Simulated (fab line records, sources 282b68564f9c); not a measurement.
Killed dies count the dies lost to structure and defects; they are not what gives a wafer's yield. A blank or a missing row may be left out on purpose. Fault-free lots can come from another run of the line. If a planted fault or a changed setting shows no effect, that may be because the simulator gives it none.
2 desks, one fault | flow rit-cmos | each desk has only its own numbers; what lay behind them comes last

THE METROLOGY DESK
Means of the sampled wafers that have a number, per lot and without regard to the tool the lot ran on: this is what the gauges read. If a lot's mean is further than 4 standard deviations from the usual mean, the lot is out of limits and carries the mark OUT (the distance appears in the brackets).
Columns: A = CONTACT_TEOS_THK at RIT_CONTACT_THK_MEAS_01, usual 400 nm
lot  | first seen here | A
L484 | day 3 06:43     | 398
L485 | day 3 12:32     | 401
L486 | day 3 15:16     | 402
L487 | day 3 22:10     | 403
L488 | day 4 02:09     | 403
L489 | day 4 05:48     | 400
L498 | day 6 01:32     | 412
L499 | day 6 04:42     | 402
L500 | day 6 11:20     | 402
L502 | day 6 21:05     | 406
L503 | day 7 03:05     | 399
L505 | day 7 13:46     | 400
L506 | day 7 18:56     | 396
This desk's verdict: no lot among the 13 shows anything out of limits.

AT THE TOOL OWNER'S DESK: pecvd-01
The tool's own readings at RIT_CONTACT_CVD_00 (deposits SiO2 from TEOS, target thk 400 nm, time 61 s): means of the sampled wafers that have a number, for each lot that ran on this tool. If a lot's mean is further than 4 standard deviations from the usual mean, the lot is out of limits and carries the mark OUT (the distance appears in the brackets).
Columns: A = heater-power-w at RIT_CONTACT_CVD_00, usual 336 W
lot  | first seen here | A
L485 | day 3 12:29     | 424
L488 | day 4 02:06     | 389
L498 | day 6 01:27     | 341
This desk's verdict: no lot among the 3 shows anything out of limits.

ALL TOGETHER
Nothing out of limits was seen by the metrology desk.
The tool owner's desk saw nothing out of limits.

WHAT THE SIMULATOR PUT IN
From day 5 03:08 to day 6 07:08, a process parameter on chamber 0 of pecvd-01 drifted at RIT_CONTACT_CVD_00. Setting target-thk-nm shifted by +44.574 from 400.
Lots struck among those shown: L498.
